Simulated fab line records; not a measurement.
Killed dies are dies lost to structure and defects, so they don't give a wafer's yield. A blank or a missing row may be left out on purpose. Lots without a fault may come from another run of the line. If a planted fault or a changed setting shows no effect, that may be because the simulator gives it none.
Lot-split experiment ; flow rit_cmos ; on a route of 202 steps: 5 lots, 23 wafers read

THE SPLIT ITSELF
At RIT_CONTACT_DEVELOP_07 (develop time 120 s), the setting develop_time_s was moved away from the recipe's 120 s on 7 of the 23 wafers read, by +9.4% to +14.6%. The other wafers ran this setting at the recipe's value.

FROM THE SPLIT TO THE READING: what the file shows between them, 3 steps
- RIT_CONTACT_CD_MEAS_08: target cd 1000 nm
- RIT_CONTACT_ETCH_11: etches SiO2 in CHF3/CF4/Ar, stops on TiSi2, target depth 480 nm, time 320 s (also split here: time_s)
- RIT_CONTACT_STRIP_12: strips in O2, time 180 s

THE READING
cd_nm at RIT_CONTACT_CD_MEAS_90, given in nm (cd target 1000 nm). A value of 999.3 nm with a standard deviation of 2.3 nm is what fault-free wafers of this fab line usually give.

wafer;tool, chamber at the split;develop_time_s as run, s;against the recipe;cd_nm, nm;against lot-mates on the recipe
L074.1;litho_track-01, 0;134.3;+11.9%;1009.3;+8.7
L074.2;litho_track-01, 0;120;recipe;1000.2;-
L074.4;litho_track-01, 0;120;recipe;1001.4;-
L074.5;litho_track-01, 0;134.3;+11.9%;1011.7;+11.1
L074.6;litho_track-01, 0;120;recipe;1000.3;-
L078.1;litho_track-03, 0;120;recipe;999.7;-
L078.2;litho_track-03, 0;137.5;+14.6%;1012.6;+11.4
L078.3;litho_track-03, 0;120;recipe;1003.6;-
L078.4;litho_track-03, 0;137.5;+14.6%;1013.5;+12.3
L078.6;litho_track-03, 0;120;recipe;1000.3;-
L079.2;litho_track-04, 0;131.3;+9.4%;1008.4;+6.0
L079.3;litho_track-04, 0;131.3;+9.4%;1007.5;+5.1
L079.4;litho_track-04, 0;120;recipe;1002.7;-
L079.5;litho_track-04, 0;131.3;+9.4%;1007.1;+4.8
L079.6;litho_track-04, 0;120;recipe;1002.0;-
L084.1;litho_track-01, 0;120;recipe;998.1;-
L084.4;litho_track-01, 0;120;recipe;999.0;-
L084.5;litho_track-01, 0;120;recipe;996.5;-
L085.2;litho_track-03, 0;120;recipe;998.5;-
L085.3;litho_track-03, 0;120;recipe;997.9;-
L085.4;litho_track-03, 0;120;recipe;1000.9;-
L085.5;litho_track-03, 0;120;recipe;1000.4;-
L085.6;litho_track-03, 0;120;recipe;1002.3;-

THE FIT
A straight line over all 23 wafers: cd_nm changes by +0.852 nm for each +1% of develop_time_s; r = +0.94; the points scatter about the line by 1.7 nm.
The same after taking each lot's own level away (the mean of its wafers on the recipe; 23 wafers): +0.757 nm for each +1%; r = +0.95; scatter 1.4 nm.
According to that fit, moving develop_time_s by its largest amount changes the reading by 11 nm.
From 997.87 to 1002.35 nm: that is the span of the lots' own levels, equal to 1.9 times the standard deviation above.
In other words, the slope is changed by the lot-to-lot level; the two fits disagree.
Check: +10.8 nm against its lot-mates is what the line predicts for one of the wafers moved furthest among these (+14.6%) when that wafer is left out of the fit. It came out at +11.4 nm against them.

THESE WAFERS: OTHER SPLITS
These wafers also went through other splits before the reading. Each is held against what the fit with the lots' levels taken away leaves over:
other split on the same wafers;wafers away from the commonest value;r with cd_nm (lot level and that fit taken away)
RIT_GATE_SOFTBAKE_12 temp_c;6;+0.05
RIT_NLDD_IMPLANT_08 energy_kev;8;-0.10
RIT_NSD_IMPLANT_08 energy_kev;7;-0.30
RIT_PSD_IMPLANT_08 energy_kev;10;-0.28
RIT_SILICIDE_SPUTTER_01 power_w;6;+0.11
RIT_CONTACT_CVD_00 time_s;7;-0.11
RIT_CONTACT_ETCH_11 time_s;11;+0.23

THE WHOLE CHAIN: every reading that the file lists as answering this split, in the file's order
step;what it does;reading;change (the file's fit);r (the file's)
RIT_CONTACT_CD_MEAS_08;target cd 1000 nm;cd_nm;+0.775 nm for each +1% of the setting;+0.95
RIT_CONTACT_ETCH_11;etches SiO2 in CHF3/CF4/Ar, stops on TiSi2, target depth 480 nm, time 320 s;CONTACT.cd_nm (the simulator's own value, which no gauge read);+0.752 nm for each +1% of the setting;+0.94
RIT_CONTACT_CD_MEAS_90;target cd 1000 nm;cd_nm;+0.767 nm for each +1% of the setting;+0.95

FILE'S OWN FIT
cd_nm changes by +0.767 nm for each +1% of develop_time_s, r = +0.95.
